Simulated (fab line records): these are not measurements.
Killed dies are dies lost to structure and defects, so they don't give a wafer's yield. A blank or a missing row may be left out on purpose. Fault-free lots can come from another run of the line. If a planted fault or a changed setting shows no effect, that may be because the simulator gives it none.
A lot that was struck, set against a sound lot | flow ritCmos | 15 steps out of a route of 202
Sound: these wafers, L910.1, L910.4, L910.6. Struck: wafer L917.5 (L917.2, L917.4, from the same lot, were not struck and are left out); the cause is given at the end.
At each step with rows: each side's tool, then ch and its chambers, then its first start. Under that, the readings that differ: sound wafers | struck wafers | difference of the means | sigmas: that difference in standard deviations of wafers without a fault.
alike: same words and numbers on both sides, and readings whose means sit less than 2 such deviations apart. not compared: any withheld reading, any reading some wafer has no value for, any bound like >300 that may hide the same value, and any number with overlapping values for which the record gives no deviation.
Wherever a step has rows on one side only, a row that says differs or no value, or a row with sigmas, the two part there. Numbers that don't overlap but have no deviation are shown without sigmas and don't part them. A reading that every wafer of one side lacks parts them only if that side has two wafers or more.

first, 1 step without rows for these wafers: RIT_GATE_CVD_08 (deposits poly-Si from SiH4, target thk 250 nm, time 2220 s).
RIT_GATE_THK_MEAS_09:
  struck on filmMetro-03, day 3 23:04; sound on filmMetro-01, day 2 11:11
  alike: GATE_POLY_THK
then, 6 steps without rows for these wafers: RIT_GATE_HMDS_10 (prime time 60 s); RIT_GATE_COAT_11 (resist thk 850 nm); RIT_GATE_SOFTBAKE_12 (time 60 s); RIT_GATE_EXPOSE_13 (exposes mask M6, target cd 150 nm); RIT_GATE_PEB_14; RIT_GATE_DEVELOP_15 (develop time 50 s).
RIT_GATE_CD_MEAS_16: the cd target is 150 nm.
  struck on cdSem-02, day 4 00:07; sound on cdSem-01, day 2 12:23
  alike: cdNm
RIT_GATE_OVL_MEAS_17:
  struck on overlay-02, day 4 00:13; sound on overlay-02, day 2 12:30
  alike: GATE_OVL
then, 1 step without rows for these wafers: RIT_GATE_HARDBAKE_18 (time 60 s).
RIT_GATE_ETCH_19: etches poly-Si in SF6/CHF3/O2, stops on SiO2, time 165 s, target depth 312.5 nm.
  sound on rieSi-01 ch 0,3, day 2 12:41; struck on rieSi-02 ch 3, day 4 00:24
  alike: drypumpMotorCurrentA, oesProductAu, throttleValvePct
  not compared: rfHoursCounterH
RIT_GATE_STRIP_20: strips in O2, time 180 s.
  sound on plasmaAsher-03 ch 0, day 2 12:47; struck on plasmaAsher-04 ch 0, day 4 00:30
reading           | sound          | struck | difference | sigmas
o2FlowSccm (sccm) | 3998 3989 4005 | 3206   | -791       | -61
  alike: drypumpMotorCurrentA
  not compared: rfHoursCounterH
RIT_GATE_CD_MEAS_90: the cd target is 150 nm.
  struck on cdSem-02, day 4 00:42; sound on cdSem-02, day 2 12:58
  alike: cdNm
RIT_M1_PROBE_99:
  struck on prober-02, day 4 20:47; sound on prober-01, day 3 08:55
reading                            | sound                | struck | difference | sigmas
model.etest.nmos_0p15.driveUaUm    | 459.7 468.6 457.9    | 452.4  | -9.7       | 
model.etest.npolyLine.lineOhmUm    | 164 168 166.1        | 163.5  | -2.5       | 
model.etest.ppolyLine.lineOhmUm    | 160.6 161.7 164      | 157.2  | -4.9       | 
model.etest.npolyLine.widthNm (nm) | 102.9 104.3 104.2    | 102    | -2         | 
model.etest.ppolyLine.widthNm (nm) | 103.6 104.4 104.5    | 102.7  | -1.5       | 
model.etest.nmos_0p15.offLog10AUm  | -10.14 -10.21 -10.37 | -10.44 | -0.20      | 
  alike: killedAtFrontEnd, killedDies, killedOpen, killedShort
  not compared: model.etest.ring.delayPs, model.etest.ring.quietLog10A

== WHERE THEY PART ==
Only at RIT_GATE_STRIP_20, as far as this record shows. Later steps at which nothing parts them and some readings are alike: RIT_GATE_CD_MEAS_90, RIT_M1_PROBE_99.

WHY: what had been put in by the simulator
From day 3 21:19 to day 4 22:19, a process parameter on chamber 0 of plasmaAsher-04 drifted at RIT_GATE_STRIP_20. Setting o2FlowSccm, moved by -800, from 4000. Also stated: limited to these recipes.
